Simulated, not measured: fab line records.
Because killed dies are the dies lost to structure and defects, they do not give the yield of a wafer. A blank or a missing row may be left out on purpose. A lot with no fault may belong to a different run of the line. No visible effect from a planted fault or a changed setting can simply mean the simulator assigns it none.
Which tool is to blame? / flow berkeleyCmos170 / 13 lots, 39 wafers sampled, at 6 steps of a route of 331

== WHAT THE GAUGES SHOWED, per wafer ==
UCB170_PLDD_OVL_MEAS_07.
lot=L129; measured=day 7 02:18; on=overlay-01; PLDD_OVL (nm)=-5 -6 -18
lot=L130; measured=day 7 17:26; on=overlay-02; PLDD_OVL (nm)=-7 -3 -6
lot=L131; measured=day 7 17:43; on=overlay-02; PLDD_OVL (nm)=1 3 -1
lot=L132; measured=day 8 05:31; on=overlay-02; PLDD_OVL (nm)=-3 -5 -7
lot=L135; measured=day 8 13:46; on=overlay-02; PLDD_OVL (nm)=7 5 4
lot=L136; measured=day 9 00:11; on=overlay-01; PLDD_OVL (nm)=-5 -4 -2
lot=L138; measured=day 9 11:50; on=overlay-02; PLDD_OVL (nm)=1 1 -4
lot=L139; measured=day 9 20:50; on=overlay-02; PLDD_OVL (nm)=-11 -3 -4
lot=L140; measured=day 9 21:11; on=overlay-01; PLDD_OVL (nm)=-1 0 6
lot=L142; measured=day 10 08:38; on=overlay-01; PLDD_OVL (nm)=5 1 1
lot=L141; measured=day 10 08:58; on=overlay-02; PLDD_OVL (nm)=-5 1 2
lot=L143; measured=day 10 14:18; on=overlay-02; PLDD_OVL (nm)=8 3 12
lot=L152; measured=day 13 02:16; on=overlay-02; PLDD_OVL (nm)=3 0 -7

UCB170_SPACER_THK_MEAS_01.
lot=L129; measured=day 7 05:08; on=filmMetro-03; SPACER_TEOS_THK (nm)=372 371 375
lot=L130; measured=day 7 19:50; on=filmMetro-01; SPACER_TEOS_THK (nm)=375 379 380
lot=L131; measured=day 7 20:19; on=filmMetro-02; SPACER_TEOS_THK (nm)=367 365 369
lot=L132; measured=day 8 08:05; on=filmMetro-02; SPACER_TEOS_THK (nm)=370 374 377
lot=L135; measured=day 8 16:46; on=filmMetro-01; SPACER_TEOS_THK (nm)=377 377 378
lot=L136; measured=day 9 03:13; on=filmMetro-03; SPACER_TEOS_THK (nm)=369 374 377
lot=L138; measured=day 9 14:20; on=filmMetro-01; SPACER_TEOS_THK (nm)=375 380 375
lot=L139; measured=day 9 23:20; on=filmMetro-03; SPACER_TEOS_THK (nm)=371 378 378
lot=L140; measured=day 9 23:41; on=filmMetro-01; SPACER_TEOS_THK (nm)=371 377 375
lot=L142; measured=day 10 11:37; on=filmMetro-01; SPACER_TEOS_THK (nm)=373 364 375
lot=L141; measured=day 10 11:37; on=filmMetro-03; SPACER_TEOS_THK (nm)=372 376 375
lot=L143; measured=day 10 16:47; on=filmMetro-03; SPACER_TEOS_THK (nm)=488 372 381
lot=L152; measured=day 13 05:47; on=filmMetro-03; SPACER_TEOS_THK (nm)=373 375 378

UCB170_NSD_CD_MEAS_06 targets a cd of 1200 nm.
lot=L129; measured=day 7 13:27; on=cdSem-02; cdNm (nm)=1201.7 1201.2 1201.3
lot=L130; measured=day 8 06:46; on=cdSem-01; cdNm (nm)=1201.3 1201.6 1200.7
lot=L131; measured=day 8 06:57; on=cdSem-02; cdNm (nm)=1197.1 1198.1 1198.2
lot=L132; measured=day 8 20:25; on=cdSem-01; cdNm (nm)=1200.1 1199.8 1199.7
lot=L135; measured=day 9 01:14; on=cdSem-02; cdNm (nm)=1196.4 1197.1 1199.0
lot=L136; measured=day 9 11:50; on=cdSem-01; cdNm (nm)=1200.5 1200.3 1198.8
lot=L138; measured=day 10 02:01; on=cdSem-01; cdNm (nm)=1201.7 1200.0 1199.7
lot=L139; measured=day 10 09:40; on=cdSem-02; cdNm (nm)=1202.0 1202.2 1200.9
lot=L140; measured=day 10 10:13; on=cdSem-02; cdNm (nm)=1198.5 1199.7 1200.0
lot=L142; measured=day 10 23:35; on=cdSem-02; cdNm (nm)=1199.7 1199.1 1200.0
lot=L141; measured=day 11 00:10; on=cdSem-01; cdNm (nm)=1201.7 1202.6 1202.1
lot=L143; measured=day 10 23:56; on=cdSem-02; cdNm (nm)=1201.2 1202.3
lot=L152; measured=day 13 14:07; on=cdSem-01; cdNm (nm)=1200.2 1199.8 1200.0

== EACH LOT AND THE TOOL THAT RAN IT (in order: tool; ch and the chambers of the sampled wafers; start) ==
lot=L129; UCB170_PLDD_STRIP_10=plasmaAsher-01 ch 0,1, day 7 02:38; UCB170_SPACER_CVD_00=pecvd-03 ch 0,1,2, day 7 05:05; UCB170_SPACER_ETCHBACK_03=rieDiel-01 ch 2,3, day 7 09:56
lot=L130; UCB170_PLDD_STRIP_10=plasmaAsher-01 ch 0,1, day 7 17:49; UCB170_SPACER_CVD_00=pecvd-01 ch 0,1,2, day 7 19:47; UCB170_SPACER_ETCHBACK_03=rieDiel-02 ch 0,2,3, day 8 03:14
lot=L131; UCB170_PLDD_STRIP_10=plasmaAsher-01 ch 0,1, day 7 18:03; UCB170_SPACER_CVD_00=pecvd-03 ch 0,1,2, day 7 20:16; UCB170_SPACER_ETCHBACK_03=rieDiel-01 ch 1,2,3, day 8 03:14
lot=L132; UCB170_PLDD_STRIP_10=plasmaAsher-03 ch 0,1, day 8 05:52; UCB170_SPACER_CVD_00=pecvd-01 ch 0,1, day 8 08:02; UCB170_SPACER_ETCHBACK_03=rieDiel-01 ch 0,2,3, day 8 15:40
lot=L135; UCB170_PLDD_STRIP_10=plasmaAsher-01 ch 0,1, day 8 14:07; UCB170_SPACER_CVD_00=pecvd-02 ch 0,1,2, day 8 16:44; UCB170_SPACER_ETCHBACK_03=rieDiel-01 ch 0,2,3, day 8 22:27
lot=L136; UCB170_PLDD_STRIP_10=plasmaAsher-01 ch 0,1, day 9 00:31; UCB170_SPACER_CVD_00=pecvd-03 ch 1,2, day 9 03:10; UCB170_SPACER_ETCHBACK_03=rieDiel-04 ch 0,2, day 9 08:33
lot=L138; UCB170_PLDD_STRIP_10=plasmaAsher-03 ch 1, day 9 12:10; UCB170_SPACER_CVD_00=pecvd-02 ch 1,2, day 9 14:17; UCB170_SPACER_ETCHBACK_03=rieDiel-04 ch 0,2, day 9 23:15
lot=L139; UCB170_PLDD_STRIP_10=plasmaAsher-03 ch 0,1, day 9 21:11; UCB170_SPACER_CVD_00=pecvd-03 ch 1,2, day 9 23:17; UCB170_SPACER_ETCHBACK_03=rieDiel-01 ch 1,3, day 10 06:28
lot=L140; UCB170_PLDD_STRIP_10=plasmaAsher-01 ch 0,1, day 9 21:31; UCB170_SPACER_CVD_00=pecvd-02 ch 0,1,2, day 9 23:38; UCB170_SPACER_ETCHBACK_03=rieDiel-04 ch 1,2, day 10 06:28
lot=L142; UCB170_PLDD_STRIP_10=plasmaAsher-01 ch 0,1, day 10 08:58; UCB170_SPACER_CVD_00=pecvd-02 ch 1,2, day 10 11:34; UCB170_SPACER_ETCHBACK_03=rieDiel-01 ch 1,2, day 10 20:36
lot=L141; UCB170_PLDD_STRIP_10=plasmaAsher-03 ch 0, day 10 09:18; UCB170_SPACER_CVD_00=pecvd-03 ch 1,2, day 10 11:34; UCB170_SPACER_ETCHBACK_03=rieDiel-04 ch 1,3, day 10 20:36
lot=L143; UCB170_PLDD_STRIP_10=plasmaAsher-03 ch 0,1, day 10 14:38; UCB170_SPACER_CVD_00=pecvd-02 ch 0,1,2, day 10 16:44; UCB170_SPACER_ETCHBACK_03=rieDiel-02 ch 0,1,2, day 10 20:36
lot=L152; UCB170_PLDD_STRIP_10=plasmaAsher-01 ch 0, day 13 02:35; UCB170_SPACER_CVD_00=pecvd-03 ch 0,2, day 13 05:44; UCB170_SPACER_ETCHBACK_03=rieDiel-01 ch 2,3, day 13 10:59
- UCB170_PLDD_STRIP_10: strips in O2.
- UCB170_SPACER_CVD_00: deposits SiO2 from TEOS/O2, target thk 376 nm, time 47 s.
- UCB170_SPACER_ETCHBACK_03: etches SiO2 in CHF3/CF4/Ar, stops on Si, target depth 376 nm, time 100 s.

== WHAT THE TOOLS THEMSELVES READ (means of the sampled wafers that have a number; where no wafer has one, the mark that the record gives instead) ==
UCB170_PLDD_STRIP_10.
lot=L129; tool=plasmaAsher-01; drypumpMotorCurrentA (A)=5.3; oesProductAu (a.u.)=0.731; stripTimeToEndpointS (s)=21.62
lot=L130; tool=plasmaAsher-01; drypumpMotorCurrentA (A)=5.3; oesProductAu (a.u.)=0.729; stripTimeToEndpointS (s)=21.63
lot=L131; tool=plasmaAsher-01; drypumpMotorCurrentA (A)=5.3; oesProductAu (a.u.)=0.740; stripTimeToEndpointS (s)=21.66
lot=L132; tool=plasmaAsher-03; drypumpMotorCurrentA (A)=6.1; oesProductAu (a.u.)=0.734; stripTimeToEndpointS (s)=21.64
lot=L135; tool=plasmaAsher-01; drypumpMotorCurrentA (A)=5.3; oesProductAu (a.u.)=0.737; stripTimeToEndpointS (s)=21.59
lot=L136; tool=plasmaAsher-01; drypumpMotorCurrentA (A)=5.3; oesProductAu (a.u.)=0.736; stripTimeToEndpointS (s)=21.57
lot=L138; tool=plasmaAsher-03; drypumpMotorCurrentA (A)=5.3; oesProductAu (a.u.)=0.738; stripTimeToEndpointS (s)=21.61
lot=L139; tool=plasmaAsher-03; drypumpMotorCurrentA (A)=6.1; oesProductAu (a.u.)=0.736; stripTimeToEndpointS (s)=21.69
lot=L140; tool=plasmaAsher-01; drypumpMotorCurrentA (A)=5.3; oesProductAu (a.u.)=0.737; stripTimeToEndpointS (s)=21.62
lot=L142; tool=plasmaAsher-01; drypumpMotorCurrentA (A)=5.3; oesProductAu (a.u.)=0.736; stripTimeToEndpointS (s)=21.66
lot=L141; tool=plasmaAsher-03; drypumpMotorCurrentA (A)=6.5; oesProductAu (a.u.)=0.738; stripTimeToEndpointS (s)=21.62
lot=L143; tool=plasmaAsher-03; drypumpMotorCurrentA (A)=6.1; oesProductAu (a.u.)=0.733; stripTimeToEndpointS (s)=21.60
lot=L152; tool=plasmaAsher-01; drypumpMotorCurrentA (A)=5.1; oesProductAu (a.u.)=0.735; stripTimeToEndpointS (s)=21.68

UCB170_SPACER_CVD_00.
lot=L129; tool=pecvd-03; heaterPowerW (W)=239
lot=L130; tool=pecvd-01; heaterPowerW (W)=275
lot=L131; tool=pecvd-03; heaterPowerW (W)=267
lot=L132; tool=pecvd-01; heaterPowerW (W)=301
lot=L135; tool=pecvd-02; heaterPowerW (W)=237
lot=L136; tool=pecvd-03; heaterPowerW (W)=249
lot=L138; tool=pecvd-02; heaterPowerW (W)=243
lot=L139; tool=pecvd-03; heaterPowerW (W)=285
lot=L140; tool=pecvd-02; heaterPowerW (W)=217
lot=L142; tool=pecvd-02; heaterPowerW (W)=238
lot=L141; tool=pecvd-03; heaterPowerW (W)=250
lot=L143; tool=pecvd-02; heaterPowerW (W)=246
lot=L152; tool=pecvd-03; heaterPowerW (W)=275

UCB170_SPACER_ETCHBACK_03.
lot=L129; tool=rieDiel-01; drypumpMotorCurrentA (A)=5.9; mfcArSccm (sccm)=120.0; oesProductAu (a.u.)=0.903; throttleValvePct (%)=6.50
lot=L130; tool=rieDiel-02; drypumpMotorCurrentA (A)=6.1; mfcArSccm (sccm)=120.1; oesProductAu (a.u.)=0.902; throttleValvePct (%)=6.52
lot=L131; tool=rieDiel-01; drypumpMotorCurrentA (A)=5.7; mfcArSccm (sccm)=120.2; oesProductAu (a.u.)=0.881; throttleValvePct (%)=6.54
lot=L132; tool=rieDiel-01; drypumpMotorCurrentA (A)=5.9; mfcArSccm (sccm)=120.3; oesProductAu (a.u.)=0.899; throttleValvePct (%)=6.44
lot=L135; tool=rieDiel-01; drypumpMotorCurrentA (A)=5.8; mfcArSccm (sccm)=119.9; oesProductAu (a.u.)=0.900; throttleValvePct (%)=6.44
lot=L136; tool=rieDiel-04; drypumpMotorCurrentA (A)=6.2; mfcArSccm (sccm)=119.7; oesProductAu (a.u.)=0.890; throttleValvePct (%)=6.36
lot=L138; tool=rieDiel-04; drypumpMotorCurrentA (A)=6.2; mfcArSccm (sccm)=120.3; oesProductAu (a.u.)=0.892; throttleValvePct (%)=6.43
lot=L139; tool=rieDiel-01; drypumpMotorCurrentA (A)=5.6; mfcArSccm (sccm)=120.2; oesProductAu (a.u.)=0.903; throttleValvePct (%)=6.57
lot=L140; tool=rieDiel-04; drypumpMotorCurrentA (A)=5.9; mfcArSccm (sccm)=120.0; oesProductAu (a.u.)=0.902; throttleValvePct (%)=6.39
lot=L142; tool=rieDiel-01; drypumpMotorCurrentA (A)=5.8; mfcArSccm (sccm)=120.0; oesProductAu (a.u.)=0.888; throttleValvePct (%)=6.55
lot=L141; tool=rieDiel-04; drypumpMotorCurrentA (A)=5.8; mfcArSccm (sccm)=120.5; oesProductAu (a.u.)=0.906; throttleValvePct (%)=6.44
lot=L143; tool=rieDiel-02; drypumpMotorCurrentA (A)=5.9; mfcArSccm (sccm)=120.0; oesProductAu (a.u.)=0.938; throttleValvePct (%)=6.47
lot=L152; tool=rieDiel-01; drypumpMotorCurrentA (A)=5.8; mfcArSccm (sccm)=120.0; oesProductAu (a.u.)=0.906; throttleValvePct (%)=6.49

== THE ANSWER, worked out from the rows above alone ==
Rule: what is usual is taken from the lots themselves. The widest of any qualifying gaps counts: lots, ordered by their means at a reading, are off when they make up no more than a third of the lots, leave a main group of 4 or more, and stand apart from it by 3 or more times the standard deviation of that group's means. A main group is skipped when, at the precision printed for the reading in the tables above, its means are all equal. Also off: a lot with no number at a reading for which 4 or more lots have one. Any other lot the step has rows for is counted as sound. First the gauges in route order, then the tools' own readings, where a lot's mean is used as printed above. The first step at which some lot is off is used, and at that step the reading that is off furthest; a lot without a number counts as furthest.
Off: L143, at UCB170_SPACER_THK_MEAS_01 (SPACER_TEOS_THK). The main group has a mean of 374 nm with a standard deviation of 2.9.
If a tool, at a process step before that reading, ran all the lots that are off and no sound lot after the first of them, it fits. Not tried: the gauges at UCB170_SPACER_THK_MEAS_01; whatever is off there is also off at UCB170_PLDD_STRIP_10, on other tools, and gauge error can't account for it. Undecided on this evidence; 2 tools fit (plasmaAsher-03 at UCB170_PLDD_STRIP_10, pecvd-02 at UCB170_SPACER_CVD_00).

== WHAT WAS PUT IN BY THE SIMULATOR ==
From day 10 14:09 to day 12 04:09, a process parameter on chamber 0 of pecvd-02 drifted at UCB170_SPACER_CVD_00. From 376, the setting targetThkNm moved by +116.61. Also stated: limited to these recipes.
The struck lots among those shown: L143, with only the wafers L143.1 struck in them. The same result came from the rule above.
